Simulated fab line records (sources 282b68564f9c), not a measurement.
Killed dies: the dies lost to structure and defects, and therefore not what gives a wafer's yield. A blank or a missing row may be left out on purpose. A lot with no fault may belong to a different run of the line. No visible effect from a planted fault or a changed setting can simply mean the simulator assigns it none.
Lot-split experiment    flow ritCmos    5 lots, 23 wafers read, on a route of 202 steps

== THE SPLIT ITSELF ==
At RIT_PSD_COAT_01 (resist thk 1000 nm), the setting resistThkNm was moved away from the recipe's 1000 nm on 7 of the 23 wafers read, by -3.7% to +4.4%. The other wafers ran this setting at the recipe's value.

== FROM THE SPLIT TO THE READING: what the file shows between them, 3 steps ==
- RIT_PSD_SOFTBAKE_02: time 60 s
- RIT_PSD_EXPOSE_03: exposes mask M10, target cd 40900 nm
- RIT_PSD_DEVELOP_05: develop time 50 s

== THE READING ==
NOVOLAK_of_PSD_COAT_01.thkNm (the simulator's own value, which no gauge read), in nm, at RIT_PSD_HARDBAKE_07 (time 60 s). The file gives no usual value for it. Here, 16 wafers ran the recipe; their average is 885.5 nm with a standard deviation of 3 nm.

wafer   tool, chamber at the split  resistThkNm as run, nm  against the recipe  NOVOLAK_of_PSD_COAT_01.thkNm, nm  against lot-mates on the recipe
L078.1  lithoTrack-03, 0            1000                    recipe              886.3                             -
L078.5  lithoTrack-03, 0            1000                    recipe              886.3                             -
L078.2  lithoTrack-03, 0            1000                    recipe              887.7                             -
L078.3  lithoTrack-03, 0            1000                    recipe              887.6                             -
L078.4  lithoTrack-03, 0            1000                    recipe              887.4                             -
L079.1  lithoTrack-03, 0            977.2                   -2.3%               862.2                             -18.0
L079.2  lithoTrack-03, 0            977.2                   -2.3%               861.2                             -19.0
L079.3  lithoTrack-03, 0            1000                    recipe              882.6                             -
L079.4  lithoTrack-03, 0            1000                    recipe              878.7                             -
L079.5  lithoTrack-03, 0            1000                    recipe              879.3                             -
L080.1  lithoTrack-01, 0            962.7                   -3.7%               854.4                             -31.1
L080.3  lithoTrack-01, 0            1000                    recipe              883.4                             -
L080.4  lithoTrack-01, 0            1000                    recipe              885.5                             -
L080.5  lithoTrack-01, 0            1000                    recipe              887.7                             -
L080.6  lithoTrack-01, 0            962.7                   -3.7%               852                               -33.5
L083.1  lithoTrack-01, 0            1044                    +4.4%               927.1                             +41.3
L083.2  lithoTrack-01, 0            1000                    recipe              886.8                             -
L083.3  lithoTrack-01, 0            1044                    +4.4%               924.1                             +38.3
L083.4  lithoTrack-01, 0            1000                    recipe              884.9                             -
L083.5  lithoTrack-01, 0            1044                    +4.4%               926.1                             +40.3
L085.1  lithoTrack-01, 0            1000                    recipe              888.2                             -
L085.5  lithoTrack-01, 0            1000                    recipe              889.4                             -
L085.6  lithoTrack-01, 0            1000                    recipe              885.8                             -

FIT RESULTS
A straight line over all 23 wafers: NOVOLAK_of_PSD_COAT_01.thkNm changes by +9.15 nm for each +1% of resistThkNm; r = +0.99; the points scatter about the line by 2.9 nm.
The same after taking each lot's own level away (the mean of its wafers on the recipe; 23 wafers): +8.85 nm for each +1%; r = +1.00; scatter 1.4 nm.
That fit puts the effect of the largest move of resistThkNm on the reading at 39 nm.
From 880.20 to 887.80 nm: that is the span of the lots' own levels, equal to 2.6 times the standard deviation above.
So the lot-to-lot level changes the slope little: the two slopes agree.
Check: +38.6 nm against its lot-mates is what the line predicts for one of the wafers moved furthest among these (+4.4%) when that wafer is left out of the fit. It came out at +41.3 nm against them.

== THE WHOLE CHAIN: every reading that the file lists as answering this split, in the file's order ==
step                 what it does        reading                                                                        change (the file's fit)               r (the file's)
RIT_PSD_COAT_01      resist thk 1000 nm  NOVOLAK_of_PSD_COAT_01.thkNm (the simulator's own value, which no gauge read)  +10 nm for each +1% of the setting    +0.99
RIT_PSD_HARDBAKE_07  time 60 s           NOVOLAK_of_PSD_COAT_01.thkNm (the simulator's own value, which no gauge read)  +8.79 nm for each +1% of the setting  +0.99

== FILE'S OWN FIT ==
NOVOLAK_of_PSD_COAT_01.thkNm changes by +8.79 nm for each +1% of resistThkNm, r = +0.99.
